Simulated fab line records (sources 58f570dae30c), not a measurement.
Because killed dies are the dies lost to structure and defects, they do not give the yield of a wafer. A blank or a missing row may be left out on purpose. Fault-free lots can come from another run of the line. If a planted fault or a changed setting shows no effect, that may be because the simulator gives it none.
fab line records | flow berkeley-cmos170
record: lots: 14 | wafers: 42 | last-day: 12
route steps=331 shown SACOX@99 NLDD@159 NSD@196 SDANNEAL@205
lots that met no fault: from a run of the same line without faults
start-h: hours from the record's opening day to when the first of the lot's shown wafers began | wait-h: hours since the lot's step before | " repeats the value in the row above | L1.1+2: a single row standing in for several wafers | - no value, or no start given | * or withheld: withheld | < > ~ a bound
route shown NAME@n: NAME is a module with steps in the file, n the number in the route of the first one | usual: mean/standard deviation of fault-free wafers | same: alike in all rows | chamber/n: place in a boat | sites: per-site readings | _std_site: the standard deviation of these | _edge_site: inner sites' mean taken away from outer sites' mean | radius-mm: how far each site lies from the wafer's centre | mask NAME#n: copy n | behind: the tool/chamber that last shaped the wafer | hold: why the lot went on hold/how many hours it stayed there/how the hold came to an end | device: the n, p or np transistor that did not switch | end of line: tests run on the same wafers once the route is complete | for a step that has no rows: nothing shown but its recipe | killed: not the wafer's yield, but the dies lost to structure and defects at the first sort | map: a wafer's dies, marking killed ones x, the rest . and places with no die _
set.NAME: the run value of the setting; set.NAME@STEP: its run value at that earlier step | model.NAME: the simulator's own value behind a step, which no gauge read
a sample of lots followed through the steps of the route, with each step as a table and each wafer as a row
services: from which hour (start-h, from the record's first day; less than 0 if before it) a tool's chamber was out of use, for how many hours, and why
== steps ==
step: UCB170_SACOX_THK_MEAS_02
recipe: reads: SiO2_of_SACOX_OXIDATION_01
usual: SACOX_OXIDE_THK: 14.51/0.23
lot.wafer | tool          | chamber | start-h | wait-h | SACOX_OXIDE_THK[nm]
L774.2    | film-metro-04 | -       | 109.03  | 0.0    | 14.69
L774.4    | "             | -       | "       | "      | 14.87
L774.6    | "             | -       | "       | "      | 14.46
L775.2    | film-metro-03 | -       | 109.03  | 0.0    | 14.33
L775.5    | "             | -       | "       | "      | 14.19
L775.6    | "             | -       | "       | "      | 14.11
L773.3    | film-metro-04 | -       | 109.10  | 0.1    | 14.79
L773.5    | "             | -       | "       | "      | 14.73
L773.6    | "             | -       | "       | "      | 14.84
L776.1    | film-metro-04 | -       | 119.37  | 0.0    | 14.07
L776.5    | "             | -       | "       | "      | 14.11
L776.6    | "             | -       | "       | "      | 14.16
L777.3    | film-metro-03 | -       | 119.39  | 0.0    | 14.38
L777.4    | "             | -       | "       | "      | 14.51
L777.5    | "             | -       | "       | "      | 14.47
L779.1    | film-metro-04 | -       | 135.50  | 0.0    | 14.37
L779.3    | "             | -       | "       | "      | 14.26
L779.5    | "             | -       | "       | "      | 14.39
L781.2    | film-metro-02 | -       | 144.77  | 0.0    | 14.72
L781.3    | "             | -       | "       | "      | 14.52
L781.5    | "             | -       | "       | "      | 14.79
L782.1    | film-metro-02 | -       | 154.27  | 0.0    | 14.74
L782.3    | "             | -       | "       | "      | 14.81
L782.6    | "             | -       | "       | "      | 14.78
L784.1    | film-metro-03 | -       | 162.79  | 0.0    | 14.48
L784.3    | "             | -       | "       | "      | 14.53
L784.5    | "             | -       | "       | "      | 14.52
L785.1    | film-metro-03 | -       | 168.39  | 0.0    | 14.42
L785.3    | "             | -       | "       | "      | 14.38
L785.6    | "             | -       | "       | "      | 14.27
L787.1    | film-metro-02 | -       | 173.89  | 0.0    | 14.35
L787.3    | "             | -       | "       | "      | 14.63
L787.6    | "             | -       | "       | "      | 14.65
L786.2    | film-metro-04 | -       | 173.90  | 0.0    | 14.59
L786.5    | "             | -       | "       | "      | 14.60
L786.6    | "             | -       | "       | "      | 14.91
L789.3    | film-metro-02 | -       | 189.71  | 0.0    | 14.40
L789.4    | "             | -       | "       | "      | 14.38
L789.5    | "             | -       | "       | "      | 14.19
L795.1    | film-metro-04 | -       | 219.79  | 0.0    | 14.90
L795.2    | "             | -       | "       | "      | 14.88
L795.3    | "             | -       | "       | "      | 14.70
step: UCB170_NLDD_COAT_01
recipe: resist: KrF | spin-rpm: 1500 | resist-thk-nm: 900
usual: exhaust-pa: 45.2/0.94
lot.wafer | tool           | chamber | start-h | wait-h | exhaust-pa
L774.2    | litho-track-01 | 0       | 139.94  | 0.1    | 45.9
L774.4    | "              | 0       | "       | "      | 44.9
L774.6    | "              | 0       | "       | "      | 45.7
L773.3    | litho-track-04 | 0       | 139.96  | 0.1    | 45.8
L773.5    | "              | 0       | "       | "      | 44.7
L773.6    | "              | 0       | "       | "      | 44.6
L775.2    | litho-track-03 | 0       | 140.31  | 0.1    | 46.6
L775.5    | "              | 0       | "       | "      | 46.5
L775.6    | "              | 0       | "       | "      | 47.0
L777.3    | litho-track-04 | 0       | 150.24  | 0.1    | 44.2
L777.4    | "              | 0       | "       | "      | 46.4
L777.5    | "              | 0       | "       | "      | 45.4
L776.1    | litho-track-01 | 0       | 151.37  | 0.1    | 45.2
L776.5    | "              | 0       | "       | "      | 44.2
L776.6    | "              | 0       | "       | "      | 44.0
L779.1    | litho-track-01 | 0       | 168.05  | 0.1    | 42.9
L779.3    | "              | 0       | "       | "      | 44.1
L779.5    | "              | 0       | "       | "      | 44.9
L781.2    | litho-track-03 | 0       | 174.12  | 0.1    | 45.2
L781.3    | "              | 0       | "       | "      | 44.7
L781.5    | "              | 0       | "       | "      | 44.9
L782.1    | litho-track-04 | 0       | 185.22  | 0.1    | 43.9
L782.3    | "              | 0       | "       | "      | 45.4
L782.6    | "              | 0       | "       | "      | 44.7
L784.1    | litho-track-04 | 0       | 191.01  | 0.1    | 45.8
L784.3    | "              | 0       | "       | "      | 44.9
L784.5    | "              | 0       | "       | "      | 44.1
L785.1    | litho-track-04 | 0       | 196.74  | 0.1    | 46.7
L785.3    | "              | 0       | "       | "      | 44.7
L785.6    | "              | 0       | "       | "      | 46.6
L786.2    | litho-track-04 | 0       | 210.08  | 0.1    | 44.3
L786.5    | "              | 0       | "       | "      | 45.8
L786.6    | "              | 0       | "       | "      | 45.1
L787.1    | litho-track-01 | 0       | 210.23  | 0.1    | 44.0
L787.3    | "              | 0       | "       | "      | 44.3
L787.6    | "              | 0       | "       | "      | 44.0
L789.3    | litho-track-03 | 0       | 223.01  | 0.1    | 44.9
L789.4    | "              | 0       | "       | "      | 43.5
L789.5    | "              | 0       | "       | "      | 44.5
L795.1    | litho-track-03 | 0       | 247.57  | 0.1    | 44.3
L795.2    | "              | 0       | "       | "      | 46.7
L795.3    | "              | 0       | "       | "      | 45.8
step: UCB170_NLDD_CD_MEAS_06
recipe: target-cd-nm: 1200
usual: cd-nm: 1199.5/1.3
lot.wafer | tool      | chamber | start-h | wait-h | cd-nm
L774.2    | cd-sem-02 | -       | 141.06  | -      | 1198.4
L774.4    | "         | -       | "       | "      | 1199.2
L774.6    | "         | -       | "       | "      | 1198.3
L773.3    | cd-sem-02 | -       | 141.32  | -      | 1200.3
L773.5    | "         | -       | "       | "      | 1199.1
L773.6    | "         | -       | "       | "      | 1199.0
L775.2    | cd-sem-02 | -       | 141.42  | -      | 1200.0
L775.5    | "         | -       | "       | "      | 1198.6
L775.6    | "         | -       | "       | "      | 1197.3
L777.3    | cd-sem-01 | -       | 151.72  | -      | 1201.1
L777.4    | "         | -       | "       | "      | 1201.4
L777.5    | "         | -       | "       | "      | 1200.4
L776.1    | cd-sem-02 | -       | 152.22  | -      | 1199.1
L776.5    | "         | -       | "       | "      | 1199.9
L776.6    | "         | -       | "       | "      | 1199.6
L779.1    | cd-sem-01 | -       | 168.88  | -      | 1199.5
L779.3    | "         | -       | "       | "      | 1200.4
L779.5    | "         | -       | "       | "      | 1199.3
L781.2    | cd-sem-01 | -       | 174.80  | -      | 1198.7
L781.3    | "         | -       | "       | "      | 1198.4
L781.5    | "         | -       | "       | "      | 1199.5
L782.1    | cd-sem-02 | -       | 185.91  | -      | 1201.2
L782.3    | "         | -       | "       | "      | 1199.3
L782.6    | "         | -       | "       | "      | 1200.2
L784.1    | cd-sem-02 | -       | 191.82  | -      | 1199.9
L784.3    | "         | -       | "       | "      | 1200.0
L784.5    | "         | -       | "       | "      | 1198.3
L785.1    | cd-sem-01 | -       | 197.56  | -      | 1207.4
L785.3    | "         | -       | "       | "      | 1207.7
L785.6    | "         | -       | "       | "      | 1208.0
L786.2    | cd-sem-01 | -       | 210.77  | -      | 1207.9
L786.5    | "         | -       | "       | "      | 1205.9
L786.6    | "         | -       | "       | "      | 1206.9
L787.1    | cd-sem-01 | -       | 211.04  | -      | 1198.5
L787.3    | "         | -       | "       | "      | 1199.0
L787.6    | "         | -       | "       | "      | 1199.4
L789.3    | cd-sem-01 | -       | 223.88  | -      | 1201.1
L789.4    | "         | -       | "       | "      | 1200.0
L789.5    | "         | -       | "       | "      | 1201.8
L795.1    | cd-sem-01 | -       | 249.08  | -      | 1199.6
L795.2    | "         | -       | "       | "      | 1199.2
L795.3    | "         | -       | "       | "      | 1199.7
step: UCB170_NLDD_STRIP_10
recipe: chemistry: O2 | power-w: 400 | pressure-mtorr: 3500 | platen-temp-c: withheld | o2-flow-sccm: 400 | overash-fraction: 0.5
usual: drypump-motor-current-A: 5.6/0.51 | oes-product-au: 0.734/0.0046 | strip-time-to-endpoint-s: 21.66/0.06
lot.wafer | tool            | chamber | start-h | wait-h | drypump-motor-current-A | oes-product-au | rf-hours-counter-h | strip-time-to-endpoint-s
L774.2    | plasma-asher-02 | 0       | 141.50  | 0.1    | 5.4                     | 0.730          | 43                 | 21.65
L774.4    | "               | 0       | "       | "      | 5.4                     | 0.733          | -                  | 21.70
L774.6    | "               | 0       | "       | "      | 5.4                     | 0.735          | -                  | 21.73
L773.3    | plasma-asher-03 | 1       | 141.77  | 0.1    | 5.7                     | 0.732          | -                  | 21.60
L773.5    | "               | 1       | "       | "      | 5.7                     | 0.734          | -                  | 21.58
L773.6    | "               | 0       | "       | "      | 5.6                     | 0.742          | -                  | 21.64
L775.2    | plasma-asher-01 | 0       | 141.86  | 0.1    | 6.6                     | 0.730          | 35                 | 21.61
L775.5    | "               | 1       | "       | "      | 5.8                     | 0.737          | -                  | 21.69
L775.6    | "               | 0       | "       | "      | 6.6                     | 0.738          | -                  | 21.59
L777.3    | plasma-asher-01 | 1       | 152.17  | 0.1    | 5.8                     | 0.726          | -                  | 21.68
L777.4    | "               | 0       | "       | "      | 6.7                     | 0.735          | -                  | 21.67
L777.5    | "               | 0       | "       | "      | 6.6                     | 0.737          | -                  | 21.60
L776.1    | plasma-asher-03 | 0       | 152.68  | 0.1    | 5.6                     | 0.738          | 4                  | 21.60
L776.5    | "               | 1       | "       | "      | 5.7                     | 0.737          | -                  | 21.56
L776.6    | "               | 0       | "       | "      | 5.5                     | 0.727          | -                  | 21.56
L779.1    | plasma-asher-02 | 1       | 169.34  | 0.1    | 4.8                     | 0.740          | 46                 | 21.69
L779.3    | "               | 0       | "       | "      | 5.4                     | 0.730          | -                  | 21.68
L779.5    | "               | 0       | "       | "      | 5.4                     | 0.736          | -                  | 21.72
L781.2    | plasma-asher-01 | 1       | 175.24  | 0.1    | 5.9                     | 0.732          | 39                 | 21.75
L781.3    | "               | 0       | "       | "      | 6.6                     | 0.738          | -                  | 21.67
L781.5    | "               | 1       | "       | "      | 5.9                     | 0.729          | -                  | 21.71
L782.1    | plasma-asher-02 | 0       | 186.37  | 0.1    | 5.4                     | 0.735          | 49                 | 21.59
L782.3    | "               | 1       | "       | "      | 4.8                     | 0.727          | -                  | 21.69
L782.6    | "               | 1       | "       | "      | 4.7                     | 0.730          | -                  | 21.57
L784.1    | plasma-asher-03 | 0       | 192.28  | 0.1    | 5.6                     | 0.741          | 9                  | 21.64
L784.3    | "               | 1       | "       | "      | 5.7                     | 0.744          | -                  | 21.70
L784.5    | "               | 1       | "       | "      | 5.7                     | 0.740          | -                  | 21.69
L785.1    | plasma-asher-03 | 1       | 198.01  | 0.1    | 5.7                     | 0.731          | 9                  | 17.13
L785.3    | "               | 1       | "       | "      | 5.7                     | 0.733          | -                  | 17.11
L785.6    | "               | 1       | "       | "      | 5.8                     | 0.720          | -                  | 17.15
L786.2    | plasma-asher-03 | 0       | 211.21  | 0.1    | 5.6                     | 0.738          | 11                 | 17.18
L786.5    | "               | 1       | "       | "      | 5.7                     | 0.737          | -                  | 17.14
L786.6    | "               | 0       | "       | "      | 5.6                     | 0.744          | -                  | 17.09
L787.1    | plasma-asher-01 | 0       | 211.50  | 0.1    | 6.6                     | 0.742          | 43                 | 21.68
L787.3    | "               | 0       | "       | "      | 6.6                     | 0.731          | -                  | 21.70
L787.6    | "               | 1       | "       | "      | 5.8                     | 0.727          | -                  | 21.75
L789.3    | plasma-asher-02 | 1       | 224.33  | 0.1    | 4.8                     | 0.731          | -                  | 21.72
L789.4    | "               | 0       | "       | "      | 5.4                     | 0.737          | -                  | 21.68
L789.5    | "               | 0       | "       | "      | 5.4                     | 0.737          | -                  | 21.67
L795.1    | plasma-asher-02 | 1       | 249.53  | 0.1    | 4.8                     | 0.729          | 55                 | 21.70
L795.2    | "               | 0       | "       | "      | 5.4                     | 0.729          | 55                 | 21.61
L795.3    | "               | 0       | "       | "      | 5.4                     | 0.736          | -                  | 21.58
step: UCB170_NSD_STRIP_09
recipe: chemistry: O2 | power-w: 400 | pressure-mtorr: 3500 | platen-temp-c: withheld | o2-flow-sccm: 400 | overash-fraction: 0.5
usual: drypump-motor-current-A: 5.6/0.66 | oes-product-au: 0.534/0.0045 | strip-time-to-endpoint-s: 35.80/0.069
lot.wafer | tool            | chamber | start-h | wait-h | drypump-motor-current-A | oes-product-au | rf-hours-counter-h | strip-time-to-endpoint-s
L775.2    | plasma-asher-04 | 0       | 152.26  | 0.1    | 6.2                     | 0.532          | 42                 | 35.85
L775.5    | "               | 0       | "       | "      | 6.2                     | 0.533          | -                  | 35.89
L775.6    | "               | 1       | "       | "      | 4.9                     | 0.539          | -                  | 35.85
L773.3    | plasma-asher-02 | 1       | 152.45  | 0.1    | 4.8                     | 0.531          | -                  | 35.79
L773.5    | "               | 1       | "       | "      | 4.8                     | 0.532          | -                  | 35.84
L773.6    | "               | 0       | "       | "      | 5.4                     | 0.533          | -                  | 35.76
L774.2    | plasma-asher-01 | 0       | 152.54  | 0.1    | 6.7                     | 0.531          | 36                 | 35.78
L774.4    | "               | 1       | "       | "      | 5.9                     | 0.527          | -                  | 35.70
L774.6    | "               | 1       | "       | "      | 5.8                     | 0.540          | -                  | 35.80
L776.1    | plasma-asher-04 | 1       | 158.67  | 0.1    | 4.9                     | 0.536          | 43                 | 35.82
L776.5    | "               | 1       | "       | "      | 4.9                     | 0.527          | -                  | 35.81
L776.6    | "               | 0       | "       | "      | 6.2                     | 0.534          | -                  | 35.79
L777.3    | plasma-asher-01 | 0       | 158.95  | 0.1    | 6.7                     | 0.534          | -                  | 35.74
L777.4    | "               | 1       | "       | "      | 5.8                     | 0.536          | -                  | 35.70
L777.5    | "               | 1       | "       | "      | 5.8                     | 0.532          | -                  | 35.79
L779.1    | plasma-asher-02 | 0       | 177.76  | 0.1    | 5.4                     | 0.530          | 48                 | 35.81
L779.3    | "               | 1       | "       | "      | 4.8                     | 0.526          | -                  | 35.82
L779.5    | "               | 1       | "       | "      | 4.8                     | 0.534          | -                  | 35.80
L781.2    | plasma-asher-02 | 1       | 183.76  | 0.1    | 4.8                     | 0.540          | 48                 | 35.63
L781.3    | "               | 0       | "       | "      | 5.4                     | 0.529          | -                  | 35.77
L781.5    | "               | 1       | "       | "      | 4.8                     | 0.536          | -                  | 35.72
L782.1    | plasma-asher-01 | 0       | 195.61  | 0.1    | 6.6                     | 0.535          | 41                 | 35.77
L782.3    | "               | 1       | "       | "      | 5.8                     | 0.532          | -                  | 35.81
L782.6    | "               | 1       | "       | "      | 5.8                     | 0.532          | -                  | 35.77
L784.1    | plasma-asher-01 | 1       | 202.23  | 0.1    | 5.8                     | 0.533          | 42                 | 35.92
L784.3    | "               | 1       | "       | "      | 5.8                     | 0.538          | -                  | 35.91
L784.5    | "               | 0       | "       | "      | 6.6                     | 0.532          | -                  | 35.85
L785.1    | plasma-asher-04 | 1       | 206.61  | 0.1    | 4.9                     | 0.528          | 47                 | 35.67
L785.3    | "               | 0       | "       | "      | 6.2                     | 0.536          | -                  | 35.67
L785.6    | "               | 0       | "       | "      | 6.2                     | 0.542          | -                  | 35.65
L786.2    | plasma-asher-01 | 0       | 221.04  | 0.1    | 6.6                     | 0.538          | 44                 | 35.78
L786.5    | "               | 0       | "       | "      | 6.6                     | 0.531          | -                  | 35.79
L786.6    | "               | 1       | "       | "      | 5.8                     | 0.534          | -                  | 35.82
L787.1    | plasma-asher-02 | 1       | 221.95  | 0.1    | 4.8                     | 0.524          | 52                 | 35.80
L787.3    | "               | 0       | "       | "      | 5.4                     | 0.536          | -                  | 35.95
L787.6    | "               | 0       | "       | "      | 5.4                     | 0.532          | -                  | 35.88
L789.3    | plasma-asher-01 | 1       | 230.61  | 0.1    | 5.9                     | 0.540          | -                  | 35.85
L789.4    | "               | 0       | "       | "      | 6.6                     | 0.535          | -                  | 35.74
L789.5    | "               | 1       | "       | "      | 5.9                     | 0.534          | -                  | 35.79
L795.1    | plasma-asher-04 | 0       | 257.59  | 0.1    | 6.2                     | 0.538          | 52                 | 35.78
L795.2    | "               | 1       | "       | "      | 4.9                     | 0.535          | 52                 | 35.86
L795.3    | "               | 0       | "       | "      | 6.2                     | 0.535          | -                  | 35.79
step: UCB170_SDANNEAL_RTA_01
recipe: temp-c: 1050 | time-s: 5 | ambient: N2
usual: lamp-power-pct: 36/4.2 | wafer_temp_C_max: 1054.1/0.95
lot.wafer | tool          | chamber | start-h | wait-h | lamp-power-pct | wafer_temp_C_max
L775.2    | rtp-anneal-02 | 0       | 153.52  | 0.1    | 31             | 1054.2
L775.5    | "             | 0       | "       | "      | 31             | 1055.6
L775.6    | "             | 0       | "       | "      | 31             | 1053.4
L773.3    | rtp-anneal-02 | 0       | 155.33  | 0.1    | 31             | 1053.9
L773.5    | "             | 0       | "       | "      | 31             | 1053.8
L773.6    | "             | 0       | "       | "      | 31             | 1053.5
L774.2    | rtp-anneal-01 | 0       | 155.36  | 0.1    | 40             | 1052.7
L774.4    | "             | 0       | "       | "      | 40             | 1053.8
L774.6    | "             | 0       | "       | "      | 40             | 1051.8
L776.1    | rtp-anneal-02 | 0       | 159.87  | 0.1    | 31             | 1054.8
L776.5    | "             | 0       | "       | "      | 31             | 1054.3
L776.6    | "             | 0       | "       | "      | 31             | 1054.0
L777.3    | rtp-anneal-01 | 0       | 160.06  | 0.1    | 40             | 1055.4
L777.4    | "             | 0       | "       | "      | 40             | 1053.7
L777.5    | "             | 0       | "       | "      | 40             | 1055.1
L779.1    | rtp-anneal-01 | 0       | 179.11  | 0.1    | 40             | 1053.9
L779.3    | "             | 0       | "       | "      | 40             | 1053.1
L779.5    | "             | 0       | "       | "      | 40             | 1053.9
L781.2    | rtp-anneal-02 | 0       | 185.10  | 0.1    | 31             | 1054.4
L781.3    | "             | 0       | "       | "      | 31             | 1054.1
L781.5    | "             | 0       | "       | "      | 31             | 1053.9
L782.1    | rtp-anneal-01 | 0       | 196.75  | 0.1    | 40             | 1053.7
L782.3    | "             | 0       | "       | "      | 40             | 1054.3
L782.6    | "             | 0       | "       | "      | 40             | 1053.7
L784.1    | rtp-anneal-01 | 0       | 203.64  | 0.1    | 40             | 1055.3
L784.3    | "             | 0       | "       | "      | 40             | 1053.8
L784.5    | "             | 0       | "       | "      | 40             | 1053.3
L785.1    | rtp-anneal-02 | 0       | 208.94  | 0.1    | 31             | 1052.1
L785.3    | "             | 0       | "       | "      | 31             | 1053.1
L785.6    | "             | 0       | "       | "      | 31             | 1053.0
L786.2    | rtp-anneal-01 | 0       | 222.53  | 0.1    | 40             | 1054.4
L786.5    | "             | 0       | "       | "      | 40             | 1054.8
L786.6    | "             | 0       | "       | "      | 40             | 1054.2
L787.1    | rtp-anneal-02 | 0       | 223.07  | 0.1    | 31             | 1054.4
L787.3    | "             | 0       | "       | "      | 31             | 1052.9
L787.6    | "             | 0       | "       | "      | 31             | 1054.0
L789.3    | rtp-anneal-01 | 0       | 231.75  | 0.1    | 40             | 1054.8
L789.4    | "             | 0       | "       | "      | 40             | 1053.2
L789.5    | "             | 0       | "       | "      | 40             | 1054.9
L795.1    | rtp-anneal-02 | 0       | 259.05  | 0.1    | 31             | 1055.0
L795.2    | "             | 0       | "       | "      | 31             | 1053.1
L795.3    | "             | 0       | "       | "      | 31             | 1053.6
== services ==
tool            | chamber | start-h | hours | kind
plasma-asher-03 | 0       | 117.75  | -     | clean
plasma-asher-03 | 1       | 117.75  | -     | clean
plasma-asher-04 | -       | 171.55  | 7.5   | repair
plasma-asher-04 | -       | 174.15  | 1.8   | repair
plasma-asher-01 | -       | 223.40  | 2.8   | pm
plasma-asher-01 | -       | 256.51  | 1.7   | repair
== key ==
first-sign: step: UCB170_NLDD_CD_MEAS_06 | reading: cd-nm | direction: up | sigmas: 6 | usual: 1199.5 | struck: 1207.3 | through: control-loop
effect: step: UCB170_NLDD_STRIP_10 | reading: strip-time-to-endpoint-s | direction: down | sigmas: 75 | usual: * | struck: * | through: *
met-at UCB170_NLDD_COAT_01
struck-lots L785,L786
tester-left-out L785,L786
loop-trim: step: UCB170_NLDD_EXPOSE_03 | setting: dose | lots: L786
not-acting-at UCB170_SACOX_THK_MEAS_02,UCB170_NSD_STRIP_09,UCB170_SDANNEAL_RTA_01
onset-between 191.01 196.74
fault: kind: process-parameter-drift | tool: litho-track-04 | chamber: - | onset-h: 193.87 | steps: UCB170_NLDD_COAT_01 | channel: resist-thk-nm | offset: * | shape: step | end-h: 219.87 | acts-in: * | stated: *
tester-left-out: of these lots the tester's yield and bins aren't shown, on N5 and GAA mostly nor the transistor test; their killed dies are dies lost to structure and defects alone, not to doping, threshold or leakage, so they don't give the yield
loop-trim: a control loop set the setting to another value than it would have without faults
